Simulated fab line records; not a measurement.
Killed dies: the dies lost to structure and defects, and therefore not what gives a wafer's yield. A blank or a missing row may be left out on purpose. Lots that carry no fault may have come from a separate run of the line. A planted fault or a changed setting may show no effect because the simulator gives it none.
What tool caused it? || flow rit cmos || 42 wafers from 14 lots sampled at 2 of the route's 202 steps

## WHAT EACH GAUGE READ, for each wafer
The record lacks any reading of a measuring or inspecting step that a usual standard deviation could be used to judge.

## EACH LOT AND THE TOOL THAT RAN IT (in order: tool; ch and the chambers of the sampled wafers; start)
{"lot": "L132", "RIT_SILICIDE_RTA_06": "rtp anneal-01 ch 0, day 3 05:43", "RIT_M1_PROBE_99": "-"}
{"lot": "L133", "RIT_SILICIDE_RTA_06": "rtp anneal-02 ch 0, day 3 12:00", "RIT_M1_PROBE_99": "-"}
{"lot": "L134", "RIT_SILICIDE_RTA_06": "rtp anneal-02 ch 0, day 3 17:58", "RIT_M1_PROBE_99": "-"}
{"lot": "L135", "RIT_SILICIDE_RTA_06": "rtp anneal-02 ch 0, day 3 18:23", "RIT_M1_PROBE_99": "-"}
{"lot": "L137", "RIT_SILICIDE_RTA_06": "rtp anneal-02 ch 0, day 4 08:07", "RIT_M1_PROBE_99": "-"}
{"lot": "L138", "RIT_SILICIDE_RTA_06": "rtp anneal-01 ch 0, day 4 10:02", "RIT_M1_PROBE_99": "-"}
{"lot": "L139", "RIT_SILICIDE_RTA_06": "rtp anneal-02 ch 0, day 4 13:49", "RIT_M1_PROBE_99": "prober-02, day 4 21:35"}
{"lot": "L142", "RIT_SILICIDE_RTA_06": "rtp anneal-01 ch 0, day 5 05:49", "RIT_M1_PROBE_99": "-"}
{"lot": "L146", "RIT_SILICIDE_RTA_06": "rtp anneal-01 ch 0, day 6 01:52", "RIT_M1_PROBE_99": "-"}
{"lot": "L148", "RIT_SILICIDE_RTA_06": "rtp anneal-01 ch 0, day 6 12:11", "RIT_M1_PROBE_99": "-"}
{"lot": "L149", "RIT_SILICIDE_RTA_06": "rtp anneal-02 ch 0, day 6 16:04", "RIT_M1_PROBE_99": "-"}
{"lot": "L151", "RIT_SILICIDE_RTA_06": "rtp anneal-02 ch 0, day 7 04:08", "RIT_M1_PROBE_99": "-"}
{"lot": "L153", "RIT_SILICIDE_RTA_06": "rtp anneal-02 ch 0, day 7 13:04", "RIT_M1_PROBE_99": "-"}
{"lot": "L155", "RIT_SILICIDE_RTA_06": "rtp anneal-02 ch 0, day 7 22:41", "RIT_M1_PROBE_99": "-"}
- RIT_SILICIDE_RTA_06: time 10 s, ramp up 5 s, ramp down 10 s.
- RIT_M1_PROBE_99

## AS READ BY THE TOOLS THEMSELVES (means over the sampled wafers that have a number; for cases with no such wafer, the mark the record gives instead)
RIT_SILICIDE_RTA_06.
{"lot": "L132", "tool": "rtp anneal-01", "wafer_temp_C_max": 757.3}
{"lot": "L133", "tool": "rtp anneal-02", "wafer_temp_C_max": 753.7}
{"lot": "L134", "tool": "rtp anneal-02", "wafer_temp_C_max": 755.6}
{"lot": "L135", "tool": "rtp anneal-02", "wafer_temp_C_max": 754.3}
{"lot": "L137", "tool": "rtp anneal-02", "wafer_temp_C_max": 753.6}
{"lot": "L138", "tool": "rtp anneal-01", "wafer_temp_C_max": 757.0}
{"lot": "L139", "tool": "rtp anneal-02", "wafer_temp_C_max": 753.9}
{"lot": "L142", "tool": "rtp anneal-01", "wafer_temp_C_max": 756.2}
{"lot": "L146", "tool": "rtp anneal-01", "wafer_temp_C_max": 763.5}
{"lot": "L148", "tool": "rtp anneal-01", "wafer_temp_C_max": 762.3}
{"lot": "L149", "tool": "rtp anneal-02", "wafer_temp_C_max": 754.5}
{"lot": "L151", "tool": "rtp anneal-02", "wafer_temp_C_max": 754.8}
{"lot": "L153", "tool": "rtp anneal-02", "wafer_temp_C_max": 754.4}
{"lot": "L155", "tool": "rtp anneal-02", "wafer_temp_C_max": 753.9}

RIT_M1_PROBE_99.
{"lot": "L139", "tool": "prober-02", "killed at front end": 6, "killed dies": 6, "killed open": 1.3, "killed short": 4.3}

## THE ANSWER, worked out from the rows above alone
Rule: usual is defined by the lots themselves. The widest of any qualifying gaps counts: lots, ordered by their means at a reading, are off when they make up no more than a third of the lots, leave a main group of 4 or more, and stand apart from it by 3 or more times the standard deviation of that group's means. A main group is skipped when, at the precision printed for the reading in the tables above, its means are all equal. A lot without any number at a reading at which 4 lots or more have one is off too. Where the step has rows for the other lots, those lots are counted as sound. After the gauges, taken in route order, come the tools' own readings; for these a lot's mean is taken, as printed above. At the first step where some lot is off, the reading lying furthest off is the one used; lots without a number count as furthest.
Off: L146, L148, at RIT_SILICIDE_RTA_06 (wafer_temp_C_max). For the main group the mean is 754.9 and the standard deviation 1.2.
A tool fits if, at that step or a process step before it, it ran every lot that is off, and no sound lot after the first of them. One fits: RIT_SILICIDE_RTA_06 on rtp anneal-01. A fault onset in the window from L142 (day 5 05:49, its last sound lot) to L146 (day 6 01:52, its first lot off) fits.
On the lots that are off, the tool's own readings at RIT_SILICIDE_RTA_06 differ by more than 5 times the standard deviation of the sound lots' means, which bears it out; wafer_temp_C_max reads 762.9 there versus 754.9 on the sound lots.

## WHAT WAS PUT IN BY THE SIMULATOR
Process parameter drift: rtp anneal-01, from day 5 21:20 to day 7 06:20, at RIT_SILICIDE_RTA_06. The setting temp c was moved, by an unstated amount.
Lots struck among those shown: L146, L148. The rule above found the same.
